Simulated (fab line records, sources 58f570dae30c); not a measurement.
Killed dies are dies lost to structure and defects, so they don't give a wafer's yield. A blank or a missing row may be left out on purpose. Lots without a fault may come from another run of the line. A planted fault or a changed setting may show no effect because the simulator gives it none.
fab line records | flow berkeley_cmos170
record lots=5 wafers=15 last_day=10
route steps=331 shown PVT@123 GATE@125 FIELD@126
lots that met no fault: from a run of the same line without faults
start_h: hours from the record's first day to the start of the lot's first wafer shown | wait_h: hours since the lot's step before | " the same as in the row above | L1.1+2: a row that stands for several wafers | - no value, or no start given | * or withheld: withheld | < > ~ a bound
route shown NAME@n: a module of which the file shows steps, and the number in the route of the first | usual: mean/standard deviation of fault-free wafers | same: alike in all rows | chamber/n: place in a boat | sites: the reading at each site | _std_site: their standard deviation | _edge_site: outer sites' mean less inner sites' | radius_mm: how far each site lies from the wafer's centre | mask NAME#n: copy n | behind: the tool/chamber that last shaped the wafer | hold: why the lot was held/for how many hours/how that ended | device: the transistor (n, p or np) that didn't switch | end of line: the same wafers' tests at the end of the route | a step without rows: its recipe alone | killed: dies lost to structure and defects at the first sort, not the wafer's yield | map: a wafer's dies, x killed, . not, _ none there
set.NAME: the setting as run; set.NAME@STEP: as run at that earlier step | model.NAME: the simulator's own value behind a step, which no gauge read
lots at some steps of the route; a table a step, a row a wafer
services: from which hour (start_h, from the record's first day; less than 0 if before it) a tool's chamber was out of use, for how many hours, and why
## steps
# step UCB170_PVT_STRIP_08
# recipe chemistry=O2 power_w=400 pressure_mtorr=3500 platen_temp_c=withheld o2_flow_sccm=400 overash_fraction=0.5
# usual chamber_pressure_mTorr=3500/3.3 drypump_motor_current_A=5.6/0.59 oes_product_au=0.734/0.004 strip_time_to_endpoint_s=21.61/0.065
# columns lot.wafer tool chamber start_h wait_h chamber_pressure_mTorr drypump_motor_current_A oes_product_au rf_hours_counter_h strip_time_to_endpoint_s
L077.1 plasma_asher-02 1 124.67 0.1 3495 4.9 0.738 47 21.58
L077.2 " 0 " " 3497 6.4 0.731 47 21.55
L077.6 " 0 " " 3500 6.4 0.735 - 21.56
L081.1 plasma_asher-02 0 136.51 0.1 3503 6.4 0.729 49 21.50
L081.3 " 0 " " 3503 6.4 0.731 - 21.47
L081.6 " 1 " " 3503 5.0 0.730 - 21.55
L083.2 plasma_asher-02 0 154.25 0.1 3499 6.4 0.733 51 21.65
L083.5 " 1 " " 3501 4.9 0.732 - 21.64
L083.6 " 0 " " 3503 6.4 0.727 - 21.57
L089.1 plasma_asher-03 1 178.26 0.1 3501 5.2 0.730 40 21.58
L089.4 " 0 " " 3502 6.3 0.732 - 21.61
L089.5 " 1 " " 3495 5.1 0.741 - 21.56
L091.1 plasma_asher-02 0 185.78 0.1 3500 6.4 0.732 56 21.67
L091.2 " 1 " " 3505 5.0 0.736 56 21.76
L091.6 " 0 " " 3501 6.4 0.734 - 21.67
# step UCB170_PVT_TW_MEAS_09
# usual PVT_TW=501/5.2
# columns lot.wafer tool chamber start_h wait_h PVT_TW
L077.1 film_metro-01 - 124.77 0.1 496
L077.2 " - " " 496
L077.6 " - " " 499
L081.1 film_metro-01 - 136.61 0.1 497
L081.3 " - " " 497
L081.6 " - " " 498
L083.2 film_metro-04 - 154.36 0.1 507
L083.5 " - " " 505
L083.6 " - " " 506
L089.1 film_metro-01 - 178.36 0.1 497
L089.4 " - " " 497
L089.5 " - " " 494
L091.1 film_metro-02 - 185.88 0.1 505
L091.2 " - " " 506
L091.6 " - " " 506
# step UCB170_GATE_WET_ETCH_00
# recipe chemistry=dHF dilution=25:1 target=SiO2 temp_c=25 time_s=200
# columns lot.wafer tool chamber start_h wait_h
L077.1+2+6 wet_bench-03 2 124.83 0.1
L081.1+3+6 wet_bench-03 0 137.70 1.1
L083.2+5+6 wet_bench-03 3 154.42 0.0
L089.1+4+5 wet_bench-02 3 178.42 0.1
L091.1+2+6 wet_bench-03 0 185.97 0.1
# step UCB170_FIELD_THK_MEAS_91
# recipe reads=SiO2_of_FIELD_OXIDATION_01
# usual FIELD_OXIDE_LEFT_2_THK=358/11
# columns lot.wafer tool chamber start_h wait_h FIELD_OXIDE_LEFT_2_THK[nm]
L077.1 film_metro-02 - 124.89 0.0 351
L077.2 " - " " 351
L077.6 " - " " 345
L081.1 film_metro-01 - 137.77 0.0 342
L081.3 " - " " 340
L081.6 " - " " 342
L083.2 film_metro-01 - 154.49 0.0 363
L083.5 " - " " 360
L083.6 " - " " 365
L089.1 film_metro-04 - 178.48 0.0 364
L089.4 " - " " 362
L089.5 " - " " 362
L091.1 film_metro-04 - 186.03 0.0 344
L091.2 " - " " 353
L091.6 " - " " 352
# step UCB170_GATE_OXIDATION_01
# recipe temp_c=850 ambient=O2 target_thk_a=66 ox_time_s=1800
# usual zone_power_source_pct=27.7/0.98
# same ox_time_s=1800
# columns lot.wafer tool chamber start_h wait_h zone_power_source_pct
L077.1 furnace-02 0 126.44 1.5 28.7
L077.2 " 0 " " 28.4
L077.6 " 0 " " 28.4
L081.1 furnace-03 0 140.20 2.4 26.6
L081.3 " 0 " " 26.4
L081.6 " 0 " " 26.2
L083.2 furnace-02 0 155.23 0.7 28.7
L083.5 " 0 " " 28.2
L083.6 " 0 " " 28.2
L089.1 furnace-03 0 180.42 1.9 26.5
L089.4 " 0 " " 26.3
L089.5 " 0 " " 26.2
L091.1 furnace-03 0 188.94 2.9 26.7
L091.2 " 0 " " 26.6
L091.6 " 0 " " 26.6
# step UCB170_GATE_THK_MEAS_02
# recipe reads=SiO2_of_GATE_OXIDATION_01
# usual GATE_OXIDE_THK=6.57/0.12
# columns lot.wafer tool chamber start_h wait_h GATE_OXIDE_THK[nm]
L077.1 film_metro-03 - 127.94 0.0 6.51
L077.2 " - " " 6.46
L077.6 " - " " 6.46
L081.1 film_metro-03 - 141.70 0.0 6.67
L081.3 " - " " 6.71
L081.6 " - " " 6.60
L083.2 film_metro-02 - 156.74 0.0 6.42
L083.5 " - " " 6.48
L083.6 " - " " 6.49
L089.1 film_metro-02 - 181.97 0.1 6.56
L089.4 " - " " 6.56
L089.5 " - " " 6.56
L091.1 film_metro-02 - 190.44 0.0 6.31
L091.2 " - " " 6.28
L091.6 " - " " 6.41
# step UCB170_GATE_ANNEAL_03
# recipe temp_c=900 time_s=1800 ambient=N2
# usual zone_power_source_pct=31.5/0.94
# columns lot.wafer tool chamber start_h wait_h zone_power_source_pct
L077.1 furnace-03 0 130.59 2.6 29.5
L077.2 " 0 " " 30.4
L077.6 " 0 " " 29.8
L081.1 furnace-02 0 142.31 0.6 32.2
L081.3 " 0 " " 32.3
L081.6 " 0 " " 32.6
L083.2 furnace-02 0 158.08 1.3 32.0
L083.5 " 0 " " 32.4
L083.6 " 0 " " 31.7
L089.1 furnace-04 0 183.29 1.3 31.5
L089.4 " 0 " " 31.2
L089.5 " 0 " " 31.5
L091.1 furnace-02 0 195.59 5.1 31.7
L091.2 " 0 " " 32.4
L091.6 " 0 " " 32.3
# step UCB170_GATE_CVD_04
# recipe material=poly-Si temp_c=610 precursor=SiH4 time_s=1440 pressure_mtorr=375 target_thk_nm=214 sih4_flow_sccm=120
# usual sih4_flow_sccm=119.96/0.3 zone_power_source_pct=11.7/1.6
# columns lot.wafer tool chamber start_h wait_h sih4_flow_sccm zone_power_source_pct
L077.1 lpcvd-01 1 132.09 0.0 119.51 14.2
L077.2 " 1 " " 119.77 14.1
L077.6 " 1 " " 119.77 14.1
L081.1 lpcvd-02 1 143.81 0.0 120.36 10.9
L081.3 " 1 " " 120.13 10.9
L081.6 " 1 " " 119.88 11.0
L083.2 lpcvd-02 1 159.58 0.0 120.04 10.9
L083.5 " 1 " " 119.84 10.9
L083.6 " 1 " " 119.38 11.1
L089.1 lpcvd-01 0 184.79 0.0 120.26 10.3
L089.4 " 0 " " 120.07 10.3
L089.5 " 0 " " 120.17 10.3
L091.1 lpcvd-01 0 197.09 0.0 120.11 10.3
L091.2 " 0 " " 119.96 10.2
L091.6 " 0 " " 119.99 10.5
# step UCB170_GATE_THK_MEAS_05
# recipe reads=poly-Si_of_GATE_CVD_04
# usual GATE_POLY_THK=215.4/2.1
# columns lot.wafer tool chamber start_h wait_h GATE_POLY_THK[nm]
L077.1 film_metro-03 - 133.49 0.0 214.6
L077.2 " - " " 217.1
L077.6 " - " " 213.2
L081.1 film_metro-02 - 145.21 0.0 212.1
L081.3 " - " " 213.1
L081.6 " - " " 211.1
L083.2 film_metro-02 - 160.99 0.0 217.6
L083.5 " - " " 218.4
L083.6 " - " " 218.0
L089.1 film_metro-03 - 186.19 0.0 216.4
L089.4 " - " " 214.2
L089.5 " - " " 214.8
L091.1 film_metro-01 - 198.49 0.0 218.6
L091.2 " - " " 217.7
L091.6 " - " " 216.5
# step UCB170_GATE_COAT_06
# recipe resist=BARC temp_c=withheld time_s=withheld spin_rpm=3000 resist_thk_nm=withheld
# columns lot.wafer tool chamber start_h wait_h
L077.1+2+6 litho_track-02 0 134.13 0.6
L081.1+3+6 litho_track-03 0 145.29 0.1
L083.2+5+6 litho_track-04 0 161.17 0.2
L089.1+4+5 litho_track-04 0 186.25 0.1
L091.1+2+6 litho_track-02 0 198.62 0.1
# step UCB170_GATE_COAT_07
# recipe resist=KrF spin_rpm=1500 resist_thk_nm=900
# columns lot.wafer tool chamber start_h wait_h
L077.1+2+6 litho_track-02 0 - -
L081.1+3+6 litho_track-03 0 - -
L083.2+5+6 litho_track-04 0 - -
L089.1+4+5 litho_track-04 0 - -
L091.1+2+6 litho_track-02 0 - -
# step UCB170_GATE_SOFTBAKE_08
# recipe resist=KrF temp_c=130 time_s=60
# columns lot.wafer tool chamber start_h wait_h
L077.1+2+6 litho_track-02 0 - -
L081.1+3+6 litho_track-03 0 - -
L083.2+5+6 litho_track-04 0 - -
L089.1+4+5 litho_track-04 0 - -
L091.1+2+6 litho_track-02 0 - -
# step UCB170_GATE_EXPOSE_09
# recipe mask_id=POLY target_cd_nm=350 na=0.5 sigma_outer=0.6 source_shape=conventional dose_mj=21
# columns lot.wafer tool chamber start_h wait_h mask
L077.1+2+6 krf_scanner-02 0 134.70 - POLY#0
L081.1+3+6 krf_scanner-02 0 145.98 - POLY#0
L083.2+5+6 krf_scanner-02 0 161.80 - POLY#0
L089.1+4+5 krf_scanner-02 0 187.07 - POLY#0
L091.1+2+6 krf_scanner-01 0 199.24 - POLY#0
# step UCB170_GATE_PEB_10
# recipe peb_temp_c=130.3 peb_time_s=withheld resist=KrF
# columns lot.wafer tool chamber start_h wait_h
L077.1+2+6 litho_track-02 0 134.85 0.1
L081.1+3+6 litho_track-02 0 146.53 0.5
L083.2+5+6 litho_track-04 0 162.17 0.4
L089.1+4+5 litho_track-02 0 187.19 0.1
L091.1+2+6 litho_track-03 0 199.36 0.1
## services
# columns tool chamber start_h hours kind
krf_scanner-02 - 116.47 4.0 pm
krf_scanner-02 - 141.03 1.3 pm
plasma_asher-03 - 149.72 6.0 repair
krf_scanner-02 - 151.85 0.8 pm
krf_scanner-01 - 155.25 4.4 pm
plasma_asher-02 - 167.53 0.4 repair
furnace-02 - 171.68 3.5 pm
krf_scanner-01 - 189.93 1.0 pm
plasma_asher-02 - 191.46 2.1 repair
krf_scanner-02 - 192.49 1.0 repair
## key
fault none
